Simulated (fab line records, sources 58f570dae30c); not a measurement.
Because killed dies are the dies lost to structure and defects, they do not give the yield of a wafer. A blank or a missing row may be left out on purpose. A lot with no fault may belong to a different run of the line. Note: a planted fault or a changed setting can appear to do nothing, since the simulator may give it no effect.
A struck lot beside a sound one :: flow berkeley cmos170 :: 15 steps out of a route of 331
Sound: these wafers, L445.1, L445.2, L445.5. The struck wafers were L432.2, L432.3, L432.6. At the end, the cause is stated.
Each step with rows lists, per side, the tool, then ch with its chambers, then its first start. Under that, the readings that differ: sound wafers :: struck wafers :: difference of the means :: sigmas: that difference in standard deviations of wafers without a fault.
alike: readings whose means differ by less than 2 such deviations, and words and numbers that are the same on both sides. not compared: withheld readings, readings that some wafer has no value for, bounds like >300 that may hide the same value, and numbers for which the record gives no deviation and whose values overlap.
The two part at a step that has a row with sigmas, a row that says differs or no value, or rows on one side only. When numbers do not overlap yet have no deviation, they are printed without sigmas and do not part them. A reading missing from all wafers of one side parts the sides only when that side holds two or more wafers.

UCB170_NSD_CD_MEAS_06 targets a cd of 1200 nm.
  struck on cd sem-01, day 8 04:54; sound on cd sem-02, day 11 10:40
reading: cd nm (nm)
sound: 1201.3 1201.3 1201.6
struck: 1196.8 1198.7 1198.1
difference: -3.5
sigmas: -3
UCB170_NSD_OVL_MEAS_07:
  struck on overlay-02, day 8 05:01; sound on overlay-02, day 11 10:47
  alike: NSD_OVL
then, 1 step without rows for these wafers: UCB170_NSD_IMPLANT_08.
UCB170_NSD_STRIP_09: strips in O2.
  sound on plasma asher-02 ch 0,1, day 11 10:58; struck on plasma asher-03 ch 0,1, day 8 05:11
  alike: drypump motor current A, oes product au, strip time to endpoint s
  not compared: rf hours counter h
UCB170_NSD_TW_MEAS_10:
  struck on film metro-02, day 8 05:18; sound on film metro-04, day 11 11:04
  alike: NSD_TW
then, 4 steps without rows for these wafers: UCB170_NSD_CLEAN_11 (cleans in SPM, time 600 s); UCB170_BACKSIDE_HMDS_00 (prime time 60 s); UCB170_BACKSIDE_COAT_01 (resist thk 900 nm); UCB170_BACKSIDE_SOFTBAKE_02 (time 60 s).
UCB170_BACKSIDE_STRIP_03: strips in O2.
  sound on plasma asher-02 ch 0,1, day 11 13:27; struck on plasma asher-01 ch 0,1, day 8 05:59
  alike: drypump motor current A, oes product au, strip time to endpoint s
  not compared: rf hours counter h
then, 1 step without rows for these wafers: UCB170_BACKSIDE_CLEAN_04 (cleans in SPM, time 600 s).
UCB170_SDANNEAL_RTA_00: time 10 s.
  sound on rtp anneal-01 ch 0, day 11 14:01; struck on rtp anneal-01 ch 0, day 8 06:17
  alike: lamp power pct, wafer_temp_C_max
UCB170_SDANNEAL_RTA_01: time 5 s.
  sound on rtp anneal-01 ch 0, day 11 14:05; struck on rtp anneal-01 ch 0, day 8 06:20
reading: lamp power pct (%)
sound: 37.6 37.5 37.5
struck: 34.0 34.0 34.0
difference: -3.5
sigmas: -3

reading: wafer_temp_C_max
sound: 1053.2 1054.7 1053.9
struck: 1015.0 1014.2 1014.6
difference: -39.3
sigmas: -33
UCB170_SDANNEAL_RS_MEAS_02: uses a four-point probe to measure.
  struck on film metro-02, day 8 06:46; sound on film metro-01, day 11 14:08
reading: PSD_RS (ohm/sq)
sound: 75.64 75.95 75.76
struck: 97.68 97.38 97.25
difference: +21.65
sigmas: +83
  not compared: hold
UCB170_M3_PROBE_99:
  rows exist in the record for the sound wafers here (prober-02, day 12 14:21), none for the struck ones

## WHERE THEY PART
Last at UCB170_M3_PROBE_99 as far as this record goes, first at UCB170_NSD_CD_MEAS_06.

WHY: what had been put in by the simulator
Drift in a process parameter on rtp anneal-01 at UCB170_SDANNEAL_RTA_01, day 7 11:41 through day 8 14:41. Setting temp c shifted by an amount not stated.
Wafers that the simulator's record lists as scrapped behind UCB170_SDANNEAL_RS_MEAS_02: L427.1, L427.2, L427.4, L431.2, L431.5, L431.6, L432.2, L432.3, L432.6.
